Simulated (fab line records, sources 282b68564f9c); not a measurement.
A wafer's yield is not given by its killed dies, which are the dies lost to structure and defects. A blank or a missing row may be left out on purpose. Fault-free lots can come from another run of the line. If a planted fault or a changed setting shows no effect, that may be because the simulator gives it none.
The tool behind it: which one? + flow rit-cmos + 45 wafers from 15 lots sampled at 2 of the route's 202 steps

== WHAT THE GAUGES READ, wafer by wafer ==
RIT_M1_CD_MEAS_09: target cd 2600 nm.
| lot  | measured    | on        | cd-nm (nm)           |
|------|-------------|-----------|----------------------|
| L188 | day 3 09:29 | cd-sem-01 | 2602.0 2601.4 2600.0 |
| L191 | day 3 22:44 | cd-sem-01 | 2602.0 2601.3 2600.8 |
| L193 | day 4 12:56 | cd-sem-02 | 2598.7 2598.5 2597.8 |
| L195 | day 4 20:16 | cd-sem-01 | - - -                |
| L196 | day 5 04:14 | cd-sem-01 | - - -                |
| L197 | day 5 05:38 | cd-sem-02 | - - -                |
| L198 | day 5 13:13 | cd-sem-02 | 2597.8 2597.2 2596.4 |
| L204 | day 6 21:31 | cd-sem-01 | 2601.3 2602.4 2598.5 |
| L205 | day 7 01:32 | cd-sem-02 | 2599.9 2600.7 2602.1 |
| L206 | day 7 03:59 | cd-sem-02 | 2597.1 2597.8 2599.4 |
| L207 | day 7 06:09 | cd-sem-01 | 2600.5 2601.3 2601.1 |
| L208 | day 7 16:25 | cd-sem-01 | 2594.8 2596.3 2595.2 |
| L209 | day 7 21:32 | cd-sem-01 | 2594.0 2594.6 2594.5 |
| L210 | day 8 01:41 | cd-sem-02 | 2599.7 2601.2 2601.6 |
| L211 | day 8 06:02 | cd-sem-01 | 2599.9 2602.5 2600.2 |

== TOOL THAT RAN EACH LOT (tool first, then ch and the chambers of the sampled wafers, then the start) ==
| lot  | RIT_M1_COAT_04                   |
|------|----------------------------------|
| L188 | litho-track-01 ch 0, day 3 08:44 |
| L191 | litho-track-03 ch 0, day 3 21:49 |
| L193 | litho-track-03 ch 0, day 4 12:05 |
| L195 | litho-track-01, day 4 19:32      |
| L196 | litho-track-02, day 5 03:31      |
| L197 | litho-track-01, day 5 04:55      |
| L198 | litho-track-03 ch 0, day 5 12:22 |
| L204 | litho-track-03 ch 0, day 6 20:48 |
| L205 | litho-track-02 ch 0, day 7 00:43 |
| L206 | litho-track-01 ch 0, day 7 03:16 |
| L207 | litho-track-01 ch 0, day 7 05:26 |
| L208 | litho-track-01 ch 0, day 7 15:41 |
| L209 | litho-track-03 ch 0, day 7 20:49 |
| L210 | litho-track-02 ch 0, day 8 00:57 |
| L211 | litho-track-02 ch 0, day 8 05:11 |
- RIT_M1_COAT_04: resist thk 1300 nm.

== AS READ BY THE TOOLS THEMSELVES (means over the sampled wafers that have a number; for cases with no such wafer, the mark the record gives instead) ==
RIT_M1_COAT_04.
| lot  | tool           | chill-plate-temp-C (C) | dispense-pressure-kPa (kPa) |
|------|----------------|------------------------|-----------------------------|
| L188 | litho-track-01 | 23.01                  | 50.8                        |
| L191 | litho-track-03 | 23.00                  | 48.4                        |
| L193 | litho-track-03 | 22.84                  | 48.3                        |
| L195 | litho-track-01 | -                      | -                           |
| L196 | litho-track-02 | -                      | -                           |
| L197 | litho-track-01 | -                      | -                           |
| L198 | litho-track-03 | 23.13                  | 48.3                        |
| L204 | litho-track-03 | 22.91                  | 48.3                        |
| L205 | litho-track-02 | 23.08                  | 48.4                        |
| L206 | litho-track-01 | 22.89                  | 50.7                        |
| L207 | litho-track-01 | 23.15                  | 50.7                        |
| L208 | litho-track-01 | 22.88                  | 50.7                        |
| L209 | litho-track-03 | 22.92                  | 48.4                        |
| L210 | litho-track-02 | 23.00                  | 48.4                        |
| L211 | litho-track-02 | 23.03                  | 48.4                        |

== THE ANSWER, worked out from the rows above alone ==
Rule: what is usual is taken from the lots themselves. The widest of any qualifying gaps counts: lots, ordered by their means at a reading, are off when they make up no more than a third of the lots, leave a main group of 4 or more, and stand apart from it by 3 or more times the standard deviation of that group's means. A main group is skipped when, at the precision printed for the reading in the tables above, its means are all equal. Also off: a lot with no number at a reading for which 4 or more lots have one. Where the step has rows for the other lots, those lots are counted as sound. After the gauges, taken in route order, come the tools' own readings; for these a lot's mean is taken, as printed above. At the first step where some lot is off, the reading lying furthest off is the one used; lots without a number count as furthest.
Off at RIT_M1_CD_MEAS_09 (cd-nm): L195, L196, L197. Without a number there: L195, L196, L197. Main group: mean 2599.2 nm, sd 2.3.
A tool fits if, at a process step before that reading, it ran every lot that is off, and no sound lot after the first of them. Not tried: the gauges at RIT_M1_CD_MEAS_09; whatever is off there is also off at RIT_M1_COAT_04, on other tools, and gauge error can't account for it. No candidate that was tried fits.

== WHAT THE SIMULATOR HAD PUT IN ==
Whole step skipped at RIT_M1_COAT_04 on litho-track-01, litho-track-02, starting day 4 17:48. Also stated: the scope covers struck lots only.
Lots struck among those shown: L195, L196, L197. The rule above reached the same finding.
